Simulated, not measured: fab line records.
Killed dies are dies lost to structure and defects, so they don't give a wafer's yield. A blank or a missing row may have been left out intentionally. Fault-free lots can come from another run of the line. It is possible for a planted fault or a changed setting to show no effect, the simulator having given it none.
Split-lot trial + flow berkeleyCmos170 + route with 331 steps; 5 lots, 23 wafers read

ABOUT THE SPLIT
At UCB170_PLDD_COAT_01 (resist thk 900 nm), the setting resistThkNm was moved away from the recipe's 900 nm on 4 of the 23 wafers read, by -2.6% to +2.3%. All remaining wafers had this setting at the recipe value.

Reading taken at the split's own step.

THE READING
KrF_of_PLDD_COAT_01.thkNm (the simulator's own value, which no gauge read), in nm, at UCB170_PLDD_COAT_01 (resist thk 900 nm). There is no usual value for it anywhere in the file. Average 900.4 nm, standard deviation 2.6 nm, over the 19 wafers here run with the recipe.

| wafer  | tool, chamber at the split | resistThkNm as run, nm | against the recipe | KrF_of_PLDD_COAT_01.thkNm, nm | against lot-mates on the recipe |
|--------|----------------------------|------------------------|--------------------|-------------------------------|---------------------------------|
| L078.1 | lithoTrack-01, 0           | 920.4                  | +2.3%              | 914.8                         | +18.9                           |
| L078.2 | lithoTrack-01, 0           | 900                    | recipe             | 894.9                         | -                               |
| L078.3 | lithoTrack-01, 0           | 920.4                  | +2.3%              | 916.6                         | +20.7                           |
| L078.5 | lithoTrack-01, 0           | 900                    | recipe             | 895.5                         | -                               |
| L078.6 | lithoTrack-01, 0           | 900                    | recipe             | 897.3                         | -                               |
| L075.1 | lithoTrack-04, 0           | 900                    | recipe             | 904.6                         | -                               |
| L075.2 | lithoTrack-04, 0           | 900                    | recipe             | 902.3                         | -                               |
| L075.4 | lithoTrack-04, 0           | 900                    | recipe             | 901.6                         | -                               |
| L075.5 | lithoTrack-04, 0           | 900                    | recipe             | 902.4                         | -                               |
| L075.6 | lithoTrack-04, 0           | 900                    | recipe             | 900.5                         | -                               |
| L081.1 | lithoTrack-04, 0           | 900                    | recipe             | 900.9                         | -                               |
| L081.2 | lithoTrack-04, 0           | 900                    | recipe             | 900                           | -                               |
| L081.3 | lithoTrack-04, 0           | 900                    | recipe             | 897.9                         | -                               |
| L081.4 | lithoTrack-04, 0           | 900                    | recipe             | 902.5                         | -                               |
| L081.5 | lithoTrack-04, 0           | 900                    | recipe             | 897.1                         | -                               |
| L080.1 | lithoTrack-04, 0           | 900                    | recipe             | 903                           | -                               |
| L080.3 | lithoTrack-04, 0           | 900                    | recipe             | 900.9                         | -                               |
| L080.6 | lithoTrack-04, 0           | 900                    | recipe             | 901.2                         | -                               |
| L083.1 | lithoTrack-04, 0           | 876.2                  | -2.6%              | 877.9                         | -23.9                           |
| L083.2 | lithoTrack-04, 0           | 900                    | recipe             | 903.6                         | -                               |
| L083.3 | lithoTrack-04, 0           | 900                    | recipe             | 900.7                         | -                               |
| L083.4 | lithoTrack-04, 0           | 876.2                  | -2.6%              | 880.7                         | -21.1                           |
| L083.5 | lithoTrack-04, 0           | 900                    | recipe             | 901.1                         | -                               |

THE FIT
A straight line over all 23 wafers: KrF_of_PLDD_COAT_01.thkNm changes by +7.45 nm for each +1% of resistThkNm; r = +0.95; the points scatter about the line by 2.6 nm.
The same after taking each lot's own level away (the mean of its wafers on the recipe; 23 wafers): +8.61 nm for each +1%; r = +0.99; scatter 1.5 nm.
On that fit, the largest move of resistThkNm shifts the reading by 23 nm.
The lots' own levels span 895.90 to 902.28 nm, that is 2.4 times the standard deviation above.
Hence the slope depends on the lot-to-lot level, as the two fits are not the same.
Check: -22.1 nm against its lot-mates is what the line predicts for one of the wafers moved furthest among these (-2.6%) when that wafer is left out of the fit. It came out at -23.9 nm against them.

THE OTHER SPLITS THESE WAFERS WENT THROUGH
These wafers also went through other splits before the reading. Each is held against what the fit with the lots' levels taken away leaves over:
| other split on the same wafers     | wafers away from the commonest value | r with KrF_of_PLDD_COAT_01.thkNm (lot level and that fit taken away) |
|------------------------------------|--------------------------------------|----------------------------------------------------------------------|
| UCB170_NWELL_IMPLANT_14 energyKev  | 8                                    | -0.06                                                                |
| UCB170_PWELL_IMPLANT_15 energyKev  | 9                                    | +0.30                                                                |
| UCB170_ACTIVE_CVD_05 pressureMtorr | 18                                   | +0.01                                                                |
| UCB170_ACTIVE_PEB_11 pebTempC      | 6                                    | -0.15                                                                |
| UCB170_NVT_IMPLANT_07 energyKev    | 9                                    | -0.21                                                                |
| UCB170_PVT_COAT_01 spinRpm         | 10                                   | -0.31                                                                |

THE WHOLE CHAIN: every reading that the file lists as answering this split, in the file's order
| step                 | what it does      | reading                                                                    | change (the file's fit)              | r (the file's) |
|----------------------|-------------------|----------------------------------------------------------------------------|--------------------------------------|----------------|
| UCB170_PLDD_COAT_01  | resist thk 900 nm | KrF_of_PLDD_COAT_01.thkNm (the simulator's own value, which no gauge read) | +8.61 nm for each +1% of the setting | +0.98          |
| UCB170_PLDD_STRIP_10 | strips in O2      | stripTimeToEndpointS                                                       | withheld for each +1% of the setting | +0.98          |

FILE'S OWN FIT
KrF_of_PLDD_COAT_01.thkNm changes by +8.61 nm for each +1% of resistThkNm, r = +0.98.
